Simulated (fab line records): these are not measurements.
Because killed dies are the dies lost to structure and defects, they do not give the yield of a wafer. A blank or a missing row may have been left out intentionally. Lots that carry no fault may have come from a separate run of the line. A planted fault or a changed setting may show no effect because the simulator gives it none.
Which tool did it? ; flow berkeleyCmos170 ; Sampling: 13 lots, 39 wafers, 5 of 331 route steps

== WHAT THE GAUGES SHOWED, per wafer ==
UCB170_ACTIVE_CD_MEAS_13: the cd target is 1200 nm.
lot;measured;on;cdNm (nm)
L231;day 4 22:43;cdSem-02;1197.2 1197.6 1198.0
L235;day 6 03:00;cdSem-02;1202.8 1201.2 1201.8
L237;day 6 17:41;cdSem-02;1200.4 1199.1 1199.3
L238;day 6 18:05;cdSem-02;1200.8 1200.8 1200.5
L239;day 7 03:32;cdSem-02;1198.1 1199.3 1199.7
L240;day 7 03:20;cdSem-02;1199.3 1199.9 1199.1
L241;day 7 03:08;cdSem-02;1379.7 1378.6 1378.6
L246;day 9 03:42;cdSem-01;1199.9 1200.0 1200.3
L245;day 9 04:05;cdSem-01;1201.5 1200.6 1200.8
L247;day 9 03:49;cdSem-01;1200.6 1198.8 1198.4
L248;day 9 03:30;cdSem-02;1201.3 1201.3 1201.4
L249;day 9 14:55;cdSem-01;1200.6 1199.9 1199.5
L251;day 10 06:52;cdSem-02;1200.6 1201.5 1201.7

UCB170_PVT_OVL_MEAS_06.
lot;measured;on;PVT_OVL (nm)
L231;day 6 15:18;overlay-02;3 0 -1
L235;day 7 22:44;overlay-02;-6 -4 -5
L237;day 8 14:25;overlay-02;1 5 -1
L238;day 8 14:40;overlay-01;-4 -6 -3
L239;day 9 12:44;overlay-01;-4 -2 -4
L240;day 9 13:27;overlay-02;-2 -4 9
L241;day 9 12:49;overlay-02;-7 -2 -4
L246;day 10 20:54;overlay-02;-3 -5 -1
L245;day 10 20:54;overlay-01;2 1 10
L247;day 10 21:05;overlay-02;-10 -5 -5
L248;day 10 20:50;overlay-02;2 -1 1
L249;day 11 07:31;overlay-02;-2 -1 -3
L251;day 11 22:28;overlay-01;7 -2 -1

== TOOL THAT RAN EACH LOT (tool first, then ch and the chambers of the sampled wafers, then the start) ==
lot;UCB170_ZERO_ETCH_06;UCB170_NWELL_ETCH_13;UCB170_ACTIVE_EXPOSE_10
L231;rieDiel-03 ch 1,3, day 2 09:26;rieDiel-01 ch 0,3, day 2 20:24;krfScanner-02 ch 0, day 4 22:10
L235;rieDiel-04 ch 0,1,3, day 3 05:10;rieDiel-01 ch 0,1,2, day 3 17:55;krfScanner-01 ch 0, day 6 01:46
L237;rieDiel-02 ch 0,1,3, day 3 18:13;rieDiel-04 ch 1,2,3, day 4 10:57;krfScanner-02 ch 0, day 6 17:17
L238;rieDiel-03 ch 1,2, day 3 22:09;rieDiel-03 ch 0,1, day 4 11:14;krfScanner-01 ch 0, day 6 17:34
L239;rieDiel-02 ch 1,2,3, day 4 06:02;rieDiel-04 ch 0,1, day 4 21:16;krfScanner-01 ch 0, day 7 02:59
L240;rieDiel-04 ch 1,2, day 4 09:45;rieDiel-03 ch 1,2, day 4 21:28;krfScanner-02 ch 0, day 7 02:45
L241;rieDiel-03 ch 0,1,2, day 4 10:22;rieDiel-01 ch 1,2,3, day 4 21:28;krfScanner-02 ch 0, day 7 02:36
L246;rieDiel-04 ch 0,1, day 5 11:41;rieDiel-04 ch 0,2,3, day 6 02:07;krfScanner-01 ch 0, day 9 03:19
L245;rieDiel-02 ch 1,2,3, day 5 11:58;rieDiel-01 ch 0,1, day 6 02:23;krfScanner-02 ch 0, day 9 03:40
L247;rieDiel-02 ch 0,3, day 5 22:47;rieDiel-04 ch 0,2, day 6 13:08;krfScanner-01 ch 0, day 9 03:26
L248;rieDiel-03 ch 0,1,2, day 6 00:34;rieDiel-01 ch 1,2, day 6 12:52;krfScanner-02 ch 0, day 9 03:07
L249;rieDiel-02 ch 1,2,3, day 6 07:00;rieDiel-04 ch 0,1,2, day 6 23:59;krfScanner-02 ch 0, day 9 14:31
L251;rieDiel-03 ch 1,2, day 6 19:01;rieDiel-04 ch 1,2, day 7 10:13;krfScanner-02 ch 0, day 10 06:13
- UCB170_ZERO_ETCH_06: etches SiO2 in CHF3/CF4/Ar, time 12 s.
- UCB170_NWELL_ETCH_13: etches Si3N4 in CH3F/Ar/O2, stops on SiO2, target depth 246.4 nm, time 154 s.
- UCB170_ACTIVE_EXPOSE_10: exposes mask ACTIVE, target cd 1200 nm.

== AS READ BY THE TOOLS THEMSELVES (means over the sampled wafers that have a number; for cases with no such wafer, the mark the record gives instead) ==
UCB170_ZERO_ETCH_06.
lot;tool;drypumpMotorCurrentA (A);oesProductAu (a.u.);throttleValvePct (%)
L231;rieDiel-03;6.3;0.614;9.13
L235;rieDiel-04;5.8;0.615;9.19
L237;rieDiel-02;5.8;0.617;9.25
L238;rieDiel-03;6.0;0.624;9.33
L239;rieDiel-02;5.9;0.618;9.26
L240;rieDiel-04;6.0;0.617;9.16
L241;rieDiel-03;5.7;0.625;9.33
L246;rieDiel-04;6.1;0.616;9.05
L245;rieDiel-02;5.9;0.624;9.27
L247;rieDiel-02;5.5;0.611;9.23
L248;rieDiel-03;5.7;0.628;9.33
L249;rieDiel-02;5.9;0.617;9.27
L251;rieDiel-03;6.0;0.620;9.34

UCB170_NWELL_ETCH_13.
lot;tool;drypumpMotorCurrentA (A);oesProductAu (a.u.);throttleValvePct (%)
L231;rieDiel-01;5.2;0.929;7.88
L235;rieDiel-01;5.3;0.933;7.96
L237;rieDiel-04;5.8;0.943;8.06
L238;rieDiel-03;6.3;0.961;8.19
L239;rieDiel-04;6.4;0.943;7.86
L240;rieDiel-03;6.0;0.953;8.13
L241;rieDiel-01;5.2;0.937;8.02
L246;rieDiel-04;5.5;0.933;8.07
L245;rieDiel-01;5.2;0.939;7.85
L247;rieDiel-04;5.8;0.943;8.01
L248;rieDiel-01;5.4;0.922;8.08
L249;rieDiel-04;6.1;0.943;7.93
L251;rieDiel-04;6.0;0.939;8.00

UCB170_ACTIVE_EXPOSE_10.
lot;tool;reticleTempC (C)
L231;krfScanner-02;23.02
L235;krfScanner-01;23.07
L237;krfScanner-02;23.04
L238;krfScanner-01;23.03
L239;krfScanner-01;23.01
L240;krfScanner-02;22.98
L241;krfScanner-02;22.88
L246;krfScanner-01;23.02
L245;krfScanner-02;23.01
L247;krfScanner-01;23.00
L248;krfScanner-02;23.07
L249;krfScanner-02;23.10
L251;krfScanner-02;23.13

== THE ANSWER, worked out from the rows above alone ==
Rule: usual is defined by the lots themselves. The widest of any qualifying gaps counts: lots, ordered by their means at a reading, are off when they make up no more than a third of the lots, leave a main group of 4 or more, and stand apart from it by 3 or more times the standard deviation of that group's means. A main group whose means are all the same, to the digits that the tables above print for the reading, isn't used. Also off: a lot with no number at a reading for which 4 or more lots have one. All remaining lots with rows at the step are treated as sound. Order of review: gauges by route order, followed by the tools' own readings, for which a lot's mean as printed above is used. At the first step where some lot is off, the reading lying furthest off is the one used; lots without a number count as furthest.
Off: L241, at UCB170_ACTIVE_CD_MEAS_13 (cdNm). For the main group the mean is 1200.1 nm and the standard deviation 1.2.
If a tool, at a process step before that reading, ran all the lots that are off and no sound lot after the first of them, it fits. Those tools and the gauges at UCB170_ACTIVE_CD_MEAS_13 are tried in the same way. No candidate that was tried fits.

== WHAT THE SIMULATOR PUT IN ==
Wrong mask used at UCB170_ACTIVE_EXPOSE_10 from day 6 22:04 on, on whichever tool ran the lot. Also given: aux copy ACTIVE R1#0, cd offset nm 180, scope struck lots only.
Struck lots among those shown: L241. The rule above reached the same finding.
